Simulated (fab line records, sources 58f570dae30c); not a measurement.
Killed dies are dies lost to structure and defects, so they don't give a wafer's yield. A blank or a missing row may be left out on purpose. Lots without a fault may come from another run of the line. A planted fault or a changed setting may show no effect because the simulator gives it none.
Which tool did it? | flow berkeley_cmos170 | 14 lots, 42 wafers sampled, at 2 steps of a route of 331

WHAT THE GAUGES READ, wafer by wafer
UCB170_V2_THK_MEAS_01.
lot  | measured     | on            | V2_TEOS_THK (nm)
L210 | day 8 15:49  | film_metro-04 | 2000 2026 2036
L211 | day 8 15:56  | film_metro-01 | 1993 1992 2027
L212 | day 9 12:16  | film_metro-03 | 1968 1992 2008
L214 | day 9 14:35  | film_metro-04 | 1988 2003 2060
L217 | day 9 20:53  | film_metro-04 | 1954 1990 1992
L216 | day 10 02:07 | film_metro-01 | 1992 2023 2010
L215 | day 10 02:23 | film_metro-04 | 2009 1984 1997
L219 | day 11 08:36 | film_metro-04 | 1974 1994 2024
L223 | day 11 21:25 | film_metro-04 | 1991 2026 2046
L226 | day 12 15:17 | film_metro-03 | 1959 3215 2024
L227 | day 12 23:41 | film_metro-03 | 1994 3261 2026
L232 | day 13 23:40 | film_metro-03 | 1934 1969 1999
L229 | day 14 11:38 | film_metro-03 | 1967 1968 1977
L230 | day 14 12:35 | film_metro-03 | 1979 2006 2007

WHICH TOOL RAN EACH LOT (tool, then ch and the chambers of the sampled wafers, then the start)
lot  | UCB170_V2_CVD_00
L210 | pecvd-03 ch 0,2, day 8 15:40
L211 | pecvd-01 ch 0,1,2, day 8 15:47
L212 | pecvd-01 ch 0,1,2, day 9 12:07
L214 | pecvd-03 ch 0,1, day 9 14:25
L217 | pecvd-04 ch 0,2, day 9 20:43
L216 | pecvd-01 ch 1,2, day 10 01:58
L215 | pecvd-04 ch 0,2, day 10 02:14
L219 | pecvd-03 ch 0,1, day 11 08:26
L223 | pecvd-04 ch 0,2, day 11 21:15
L226 | pecvd-01 ch 0,1, day 12 15:08
L227 | pecvd-01 ch 0,1,2, day 12 23:31
L232 | pecvd-04 ch 0, day 13 23:25
L229 | pecvd-04 ch 1,2, day 14 11:28
L230 | pecvd-04 ch 0,1, day 14 12:24
- UCB170_V2_CVD_00: deposits SiO2 from TEOS/O2, target thk 2000 nm, time 250 s.

WHAT THE TOOLS THEMSELVES READ (means of the sampled wafers that have a number; where no wafer has one, the mark that the record gives instead)
UCB170_V2_CVD_00.
lot  | tool     | heater_power_w (W) | rf_fwd_power_W (W)
L210 | pecvd-03 | 310                | 540.3
L211 | pecvd-01 | 224                | 540.8
L212 | pecvd-01 | 223                | 539.6
L214 | pecvd-03 | 291                | 541.0
L217 | pecvd-04 | 285                | 537.6
L216 | pecvd-01 | 243                | 540.9
L215 | pecvd-04 | 263                | 539.4
L219 | pecvd-03 | 284                | 538.8
L223 | pecvd-04 | 288                | 540.9
L226 | pecvd-01 | 259                | 541.7
L227 | pecvd-01 | 249                | 541.0
L232 | pecvd-04 | 255                | 540.2
L229 | pecvd-04 | 289                | 540.7
L230 | pecvd-04 | 262                | 541.3

THE ANSWER, worked out from the rows above alone
Rule: what is usual is taken from the lots themselves. Put in order of their means at a reading, lots are off if they are a third of the lots or fewer, leave a main group of 4 or more, and stand apart from it by a gap of 3 or more times the standard deviation of the main group's means; of several such gaps the widest counts. A main group whose means are all the same, to the digits that the tables above print for the reading, isn't used. A lot without any number at a reading at which 4 lots or more have one is off too. The other lots that the step has rows for count as sound. The gauges are gone through in route order, then the tools' own readings, and for those a lot's mean is taken as printed above. The first step at which some lot is off is used, and at that step the reading that is off furthest; a lot without a number counts as furthest.
Off: L226, L227, at UCB170_V2_THK_MEAS_01 (V2_TEOS_THK). The main group: mean 1997 nm, standard deviation 18.
A tool fits if, at a process step before that reading, it ran every lot that is off, and no sound lot after the first of them. The gauges at UCB170_V2_THK_MEAS_01 are tried like those tools. One fits: pecvd-01 at UCB170_V2_CVD_00. Its last sound lot is L216 (day 10 01:58), its first lot that is off L226 (day 12 15:08): a fault that began between those two fits.

WHAT THE SIMULATOR HAD PUT IN
Process parameter drift: pecvd-01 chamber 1, from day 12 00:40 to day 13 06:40, at UCB170_V2_CVD_00. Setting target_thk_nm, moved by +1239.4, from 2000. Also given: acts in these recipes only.
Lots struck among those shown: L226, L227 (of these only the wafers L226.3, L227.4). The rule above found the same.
